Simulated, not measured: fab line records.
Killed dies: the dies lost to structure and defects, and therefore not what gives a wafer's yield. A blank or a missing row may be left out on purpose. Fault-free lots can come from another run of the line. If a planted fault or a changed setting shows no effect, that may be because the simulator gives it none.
A lot that was struck, set against a sound lot    flow rit cmos    17 steps out of a route of 202
Sound: these wafers, L339.2, L339.3, L339.6. Struck: wafers L349.1, L349.3, L349.4. The cause comes at the end.
Each step with rows lists, per side, the tool, then ch with its chambers, then its first start. Under that, the readings that differ: sound wafers    struck wafers    difference of the means    sigmas: that difference in standard deviations of wafers without a fault.
alike: words and numbers the same on both sides, and readings whose means are apart by under 2 such deviations; not compared: readings that were withheld, readings missing a value for some wafer, numbers with overlapping values and no deviation given by the record, and bounds like >300 which may hide the same value.
The two part at a step that has a row with sigmas, a row that says differs or no value, or rows on one side only. Numbers that don't overlap but have no deviation are shown without sigmas and don't part them. A reading that every wafer of one side lacks parts them only if that side has two wafers or more.

RIT_NWELL_TW_MEAS_10:
  sound on film metro-04 at day 3 04:39; struck on film metro-04 at day 5 09:56
  alike: NWELL_TW
then, 6 steps without rows for these wafers: RIT_PWELL_HMDS_00 (prime time 60 s); RIT_PWELL_COAT_01 (resist thk 1300 nm); RIT_PWELL_SOFTBAKE_02 (time 60 s); RIT_PWELL_EXPOSE_03 (exposes mask M3, target cd 43700 nm); RIT_PWELL_PEB_04; RIT_PWELL_DEVELOP_05 (develop time 70.14 s).
RIT_PWELL_OVL_MEAS_06:
  sound on overlay-02 at day 3 05:43; struck on overlay-02 at day 5 11:00
  alike: PWELL_OVL
then, 2 steps without rows for these wafers: RIT_PWELL_HARDBAKE_07 (time 120 s); RIT_PWELL_IMPLANT_08.
RIT_PWELL_STRIP_09: strips in O2, time 180 s.
  sound on plasma asher-01 ch 0,1, day 3 06:08; struck on plasma asher-02 ch 0,1, day 5 11:26
  alike: drypump motor current A
  not compared: rf hours counter h
RIT_PWELL_TW_MEAS_10:
  sound on film metro-03 at day 3 06:19; struck on film metro-03 at day 5 11:37
  alike: PWELL_TW
RIT_WELLDRIVE_ANNEAL_00: time 14700 s.
  sound on furnace-01 ch 0, day 3 07:05; struck on furnace-01 ch 0, day 5 11:41
reading                    sound                 struck                difference  sigmas
spike tc centre C (C)      1105.0 1103.4 1104.8  1069.2 1068.7 1067.0  -36.1       -28
zone power centre pct (%)  47 47 48              31 31 31              -16         -3
zone power load pct (%)    39.0 38.4 39.0        41.4 41.0 41.1        +2.4        +3
RIT_WELLDRIVE_RS_MEAS_01: measurement is done with a four-point probe.
  sound on film metro-03 at day 3 12:12; struck on film metro-04 at day 5 16:46
reading            sound              struck             difference  sigmas
NWELL_RS (ohm/sq)  275.6 275.1 277.0  296.6 302.3 300.6  +23.9       +36
RIT_WELLDRIVE_RS_MEAS_02: measurement is done with a four-point probe.
  sound on film metro-03 at day 3 12:19; struck on film metro-04 at day 5 16:53
reading            sound              struck             difference  sigmas
PWELL_RS (ohm/sq)  429.4 429.2 430.1  452.0 455.9 456.0  +25.1       +21
then, 1 step without rows for these wafers: RIT_NRETRO_HMDS_00 (prime time 60 s).
RIT_M1_PROBE_99:
  sound on prober-02 at day 4 20:14; struck on prober-02 at day 7 10:53
reading                              sound              struck             difference  sigmas
model.etest.pmos_0p3.r on ohm um     6337 6439 6292     6528 6555 6645     +220        
model.etest.nwell pinched.rs ohm sq  337.7 335.3 336.8  386.8 399.7 395.2  +57.3       
model.etest.pwell pinched.rs ohm sq  466.3 464 462.5    481 501 498.1      +29         
model.etest.pwell.rs ohm sq          423.1 423.2 423.3  430.4 438.4 439.3  +12.8       
model.etest.pmos_0p15.drive ua um    258.6 247.3 257.6  240.7 238.3 239.9  -14.9       
model.etest.pmos turned.drive ua um  193.1 184.1 191.5  177.3 176.5 177.4  -12.5       
model.etest.pmos narrow.drive ua um  99.87 99.07 101    95.97 95.52 93.22  -5.08       
model.etest.pmos_0p3.drive ua um     100 99.39 101.6    96.03 94.66 93.12  -5.73       
  alike: killed at contacts, killed at front end, killed dies, killed open, killed short

## WHERE THEY PART
First at RIT_WELLDRIVE_ANNEAL_00; last, within this record, at RIT_WELLDRIVE_RS_MEAS_02. Later steps at which nothing parts them and some readings are alike: RIT_M1_PROBE_99.

WHY: the cause the simulator had injected
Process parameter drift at RIT_WELLDRIVE_ANNEAL_00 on furnace-01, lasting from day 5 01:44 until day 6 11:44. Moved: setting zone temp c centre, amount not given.
